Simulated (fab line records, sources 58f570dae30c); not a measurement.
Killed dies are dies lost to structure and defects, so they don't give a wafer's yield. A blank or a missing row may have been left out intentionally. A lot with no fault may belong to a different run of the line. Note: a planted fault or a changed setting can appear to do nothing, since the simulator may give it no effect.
A struck lot beside a sound one || flow berkeley cmos170 || 27 steps out of a route of 331
Sound: these wafers, L175.3, L175.4, L175.6. Wafers struck: L169.3, L169.4, L169.5. The cause is given at the end.
Order at every step that has rows: each side's tool, ch and its chambers, its first start. Under that, the readings that differ: sound wafers || struck wafers || difference of the means || sigmas: that difference in standard deviations of wafers without a fault.
alike: a reading whose means differ by less than 2 such deviations, as well as words and numbers matching on both sides. not compared: withheld readings; readings where some wafer has no value; bounds like >300 that might hide an equal value; numbers whose values overlap and for which the record gives no deviation.
Wherever a step has rows on one side only, a row that says differs or no value, or a row with sigmas, the two part there. When numbers do not overlap yet have no deviation, they are printed without sigmas and do not part them. Lack of a reading on every wafer of one side parts them only where that side has two or more wafers.

first, 3 steps without rows for these wafers: UCB170_M1_EXPOSE_06 (exposes mask METAL1, target cd 700 nm); UCB170_M1_PEB_07; UCB170_M1_DEVELOP_08 (develop time 45 s).
UCB170_M1_CD_MEAS_09 targets a cd of 700 nm.
  sound on cd sem-01 at day 12 15:07; struck on cd sem-02 at day 11 07:49
{"reading": "cd nm (nm)", "sound": "698.4 698.3 698.2", "struck": "700.9 702.0 701.6", "difference": "+3.2", "sigmas": "+2"}
UCB170_M1_OVL_MEAS_10:
  sound on overlay-02 at day 12 15:12; struck on overlay-02 at day 11 07:55
  alike: M1_OVL
UCB170_M1_ETCH_11: etches BARC in N2/H2.
  sound on rie diel-04 ch 1,2,3, day 12 15:14; struck on rie diel-01 ch 0,1,3, day 11 07:56
  alike: drypump motor current A, oes product au, throttle valve pct
UCB170_M1_METAL_ETCH_12: etches Al in Cl2/BCl3, stops on PSG, target depth 780 nm, time 136.3 s.
  sound on rie metal-04 ch 0,1, day 12 15:19; struck on rie metal-03 ch 0,1, day 11 08:01
  alike: drypump motor current A, oes product au, throttle valve pct
  not compared: rf hours counter h
UCB170_M1_STRIP_13: strips in O2.
  sound on plasma asher-03 ch 0,1, day 12 15:26; struck on plasma asher-04 ch 0,1, day 11 08:08
  alike: drypump motor current A, oes product au
  not compared: rf hours counter h
UCB170_M1_CD_MEAS_90 targets a cd of 700 nm.
  sound on cd sem-01 at day 12 15:32; struck on cd sem-02 at day 11 08:15
{"reading": "cd nm (nm)", "sound": "696.1 696.6 695.4", "struck": "701.2 700.8 704.7", "difference": "+6.2", "sigmas": "+3"}
then, 1 step without rows for these wafers: UCB170_M1_ANNEAL_14 (time 1200 s).
UCB170_V1_CVD_00: deposits SiO2 from TEOS/O2, target thk 2000 nm, time 250 s.
  sound on pecvd-02 ch 1,2, day 12 17:54; struck on pecvd-02 ch 0,1,2, day 11 10:29
  alike: heater power w
UCB170_V1_THK_MEAS_01:
  sound on film metro-01 at day 12 18:05; struck on film metro-02 at day 11 10:39
  alike: V1_TEOS_THK
UCB170_V1_CMP_02: polishes SiO2.
  sound on cmp-01 ch 0,1,3, day 12 18:13; struck on cmp-01 ch 1,2,3, day 11 10:41
  no value came back on the struck wafers for edge zone pressure frac, head pressure psi (psi), motor current A (A); on the sound wafers edge zone pressure frac reads 0.993 0.990 0.997
{"reading": "model.SiO2_of_V1_CVD_00.thk nm (nm)", "sound": "1002 1002 1001", "struck": "2008 2023 2030", "difference": "+1019", "sigmas": ""}
UCB170_V1_BOW_MEAS_03:
  sound on film metro-04 at day 12 18:28; struck on film metro-01 at day 11 11:02
{"reading": "V1_BOW (um)", "sound": "25 12 6", "struck": "56 29 41", "difference": "+28", "sigmas": "+4"}
UCB170_V1_THK_MEAS_04:
  sound on film metro-04 at day 12 18:34; struck on film metro-01 at day 11 11:08
{"reading": "V1_POLISHED_THK (nm)", "sound": "1003.5 1001.6 1001.4", "struck": "2007.6 2024.5 2030.9", "difference": "+1018.8", "sigmas": "+99 or more"}
then, 7 steps without rows for these wafers: UCB170_V1_CLEAN_05 (cleans in DIW); UCB170_V1_HMDS_06 (prime time 60 s); UCB170_V1_COAT_07 (resist thk 900 nm); UCB170_V1_SOFTBAKE_08 (time 60 s); UCB170_V1_EXPOSE_09 (exposes mask VIA1, target cd 700 nm); UCB170_V1_PEB_10; UCB170_V1_DEVELOP_11 (develop time 45 s).
UCB170_V1_CD_MEAS_12 targets a cd of 700 nm.
  sound on cd sem-02 at day 12 21:00; struck on cd sem-02 at day 11 15:24
  alike: cd nm
UCB170_V1_OVL_MEAS_13:
  sound on overlay-01 at day 12 21:05; struck on overlay-02 at day 11 15:29
  alike: V1_OVL
UCB170_V1_ETCH_14: etches SiO2 in CHF3/CF4/Ar, stops on Al, target depth 1250 nm, time 291 s.
  sound on rie diel-02 ch 0,3, day 12 21:07; struck on rie diel-03 ch 0,2,3, day 11 15:31
{"reading": "oes product au (a.u.)", "sound": "0.862 0.860 0.876", "struck": "1.572 1.634 1.627", "difference": "+0.745", "sigmas": "+68"}
{"reading": "model.etch.depth nm (nm)", "sound": "1002 1002 1001", "struck": "1238 1233 1252", "difference": "+239", "sigmas": ""}
{"reading": "model.V1.feature depth nm (nm)", "sound": "1002 1002 1001", "struck": "1238 1233 1252", "difference": "+239", "sigmas": ""}
  alike: drypump motor current A, throttle valve pct
  not compared: rf hours counter h
UCB170_V1_STRIP_15: strips in O2.
  sound on plasma asher-03 ch 0,1, day 12 21:20; struck on plasma asher-02 ch 0,1, day 11 15:43
  alike: drypump motor current A, oes product au, strip time to endpoint s
  not compared: rf hours counter h
following that, these wafers have no rows for 1 step: UCB170_M3_PROBE_99.

## WHERE THEY PART
First at UCB170_M1_CD_MEAS_09; last, within this record, at UCB170_V1_ETCH_14. Later steps at which nothing parts them and some readings are alike: UCB170_V1_STRIP_15.

WHY: what the simulator had put in
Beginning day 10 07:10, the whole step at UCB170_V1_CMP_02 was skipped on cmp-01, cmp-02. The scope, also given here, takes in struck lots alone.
